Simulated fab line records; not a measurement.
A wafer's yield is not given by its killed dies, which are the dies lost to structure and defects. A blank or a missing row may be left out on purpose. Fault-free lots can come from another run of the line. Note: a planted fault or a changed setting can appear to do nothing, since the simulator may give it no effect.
8D (eight disciplines) problem report, filled in by code	flow berkeley_cmos170	the parts of the form that need people (team, actions taken, sign-off) are left out

## 1. THE ISSUE
Mean of oes_product_au at UCB170_M2_METAL_ETCH_18: 0.788 a.u. across 3 wafers in 2 lots; on wafers with no fault it is 0.860 a.u. (standard deviation 0.015). That puts it -4.8 standard deviations away from the usual mean.
The step: etches Al in Cl2/BCl3, stops on SiO2, target depth 1170 nm, time 195 s.
Earliest sighting: wafer L763.3 on rie_metal-02 at day 9 16:02. The record has a number at this step for 42 wafers belonging to 14 lots. The rule behind "out" and "out of limits": a value lying over 4 standard deviations away from the usual mean. All remaining wafers that have a number are taken as sound.

## 2. WHAT IT IS, WHAT IT ISN'T
question	is	is not
which readings at this step	oes_product_au	drypump_motor_current_A, throttle_valve_pct
which lots	L763, L764	L753, L754, L755, L756, L757, L761, L766, L770, L772, L773, L774, L775
which wafers of those lots	L763.3, L764.1, L764.6	L763.1, L763.6, L764.5
read on which tools	rie_metal-02	rie_metal-01, rie_metal-03
when	from day 9 16:02	up to then (20 sound wafers); but 19 sound wafers of L764, L766, L770, L772, L773, L774, L775 came after

## 3. THE SUSPECTS, EACH WITH WHAT RULES IT OUT
Counting: if a tool at a process step up to the reading ran every lot that is out, it stays a suspect. Sound lots after the first of them don't rule it out here, since some wafers of a struck lot are sound.
- rie_metal-02 at UCB170_M2_METAL_ETCH_18 (etches Al in Cl2/BCl3, stops on SiO2, target depth 1170 nm, time 195 s): kept. Every lot that is out went through it, the first being L763 (day 9 16:02); the last sound lot it ran before that was L756 (day 7 22:16). Out on those wafers are its own readings of oes_product_au.
- Within rie_metal-02 at UCB170_M2_METAL_ETCH_18: the wafers that are out ran in chamber 1; their sound lot-mates ran in chamber 0.
After counting, what remains is rie_metal-02 at UCB170_M2_METAL_ETCH_18.

## 4. THE CAUSE (what the simulator had put in)
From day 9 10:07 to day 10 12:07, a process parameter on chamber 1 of rie_metal-02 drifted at UCB170_M2_METAL_ETCH_18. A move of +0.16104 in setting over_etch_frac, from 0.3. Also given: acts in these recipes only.
Only this tool survived the counting.

## 5. THE EFFECT CHAIN, in route order
Each row: a reading whose mean over the struck wafers that have a number lies more than 3 standard deviations from the usual. Scope: only readings with a usual standard deviation given in the record; hours: median across lots of the time from each lot's start at the first step in this table that gives one to its start at this step; sigmas: change in usual standard deviations.
hours	step	reading	usual	on struck wafers	change	sigmas
0	UCB170_M2_METAL_ETCH_18	oes_product_au	0.860 a.u.	0.788	-0.072	-4.8
0	UCB170_M2_STRIP_19	oes_product_au	0.538 a.u.	0.461	-0.077	-5.1
The process steps in it:
- UCB170_M2_METAL_ETCH_18: etches Al in Cl2/BCl3, stops on SiO2, target depth 1170 nm, time 195 s.
- UCB170_M2_STRIP_19: strips in O2.

## 6. WHAT WOULD HAVE CAUGHT IT SOONER
6 hours passed between the start of the fault at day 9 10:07 and the first reading out of limits in this record, taken at day 9 16:02.
